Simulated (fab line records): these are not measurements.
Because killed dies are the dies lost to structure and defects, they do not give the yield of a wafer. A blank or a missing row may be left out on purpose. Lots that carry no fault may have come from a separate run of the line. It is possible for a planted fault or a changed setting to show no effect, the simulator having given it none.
Struck lot and sound lot, side by side | flow berkeley cmos170 | 14 out of 331 route steps
Sound: wafers L255.2, L255.5, L255.6. Wafers struck: L261.1, L261.3, L261.6. Last of all comes the cause.
Each step with rows lists, per side, the tool, then ch with its chambers, then its first start. Under that, the readings that differ: sound wafers | struck wafers | difference of the means | sigmas: that difference in standard deviations of wafers without a fault.
alike: readings whose means differ by less than 2 such deviations, and words and numbers that are the same on both sides. not compared: withheld readings, readings that some wafer has no value for, bounds like >300 that may hide the same value, and numbers for which the record gives no deviation and whose values overlap.
A row with sigmas, a row that says differs or no value, or rows on one side alone: a step with any of these is where the two part. Numbers that don't overlap but have no deviation are shown without sigmas and don't part them. A reading missing from all wafers of one side parts the sides only when that side holds two or more wafers.

first, 3 steps without rows for these wafers: UCB170_SILICIDE_WET_ETCH_05 (etches Ti in SPM, time 45 s); UCB170_CONTACT_CLEAN_00 (cleans in SPM, time 600 s); UCB170_CONTACT_CVD_01 (deposits PSG from SiH4/O2/PH3, target thk 700 nm, time 2820 s).
UCB170_CONTACT_THK_MEAS_02:
  sound: film metro-02 at day 9 22:51; struck: film metro-04 at day 11 07:41
  alike: CONTACT_PSG_THK
then, 3 steps without rows for these wafers: UCB170_CONTACT_HMDS_03 (prime time 60 s); UCB170_CONTACT_COAT_04 (resist thk 900 nm); UCB170_CONTACT_SOFTBAKE_05 (time 60 s).
UCB170_CONTACT_STRIP_06: strips in O2.
  sound on plasma asher-04 ch 0,1, day 9 23:21; struck on plasma asher-04 ch 0,1, day 11 08:11
  alike: chamber pressure mTorr, drypump motor current A, oes product au, strip time to endpoint s
  not compared: rf hours counter h
then, 1 step without rows for these wafers: UCB170_CONTACT_CLEAN_07 (cleans in SPM, time 600 s).
UCB170_CONTACT_RTA_08: time 10 s.
  sound on rtp anneal-01 ch 0, day 9 23:38; struck on rtp anneal-01 ch 0, day 11 10:32
  alike: chamber o2 ppm, wafer_temp_C_max
then, 2 steps without rows for these wafers: UCB170_CONTACT_COAT_09; UCB170_CONTACT_COAT_10 (resist thk 900 nm).
UCB170_CONTACT_SOFTBAKE_11: time 60 s.
  sound on litho track-01 ch 0, day 10 00:00; struck on litho track-01 ch 0, day 11 10:00
  reading                  | sound             | struck            | difference | sigmas
  heater power total W (W) | 56.76 56.77 56.76 | 58.51 58.50 58.54 | +1.75      | +39
  run length s (s)         | 88.71 88.69 89.16 | 82.83 83.09 82.68 | -5.99      | -23
then, 1 step without rows for these wafers: UCB170_CONTACT_EXPOSE_12 (exposes mask CONT, target cd 700 nm).

WHERE THEY PART
UCB170_CONTACT_SOFTBAKE_11 only, going by this record.

WHY: whatever the simulator had introduced
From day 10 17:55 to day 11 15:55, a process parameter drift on litho track-01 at UCB170_CONTACT_SOFTBAKE_11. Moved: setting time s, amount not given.
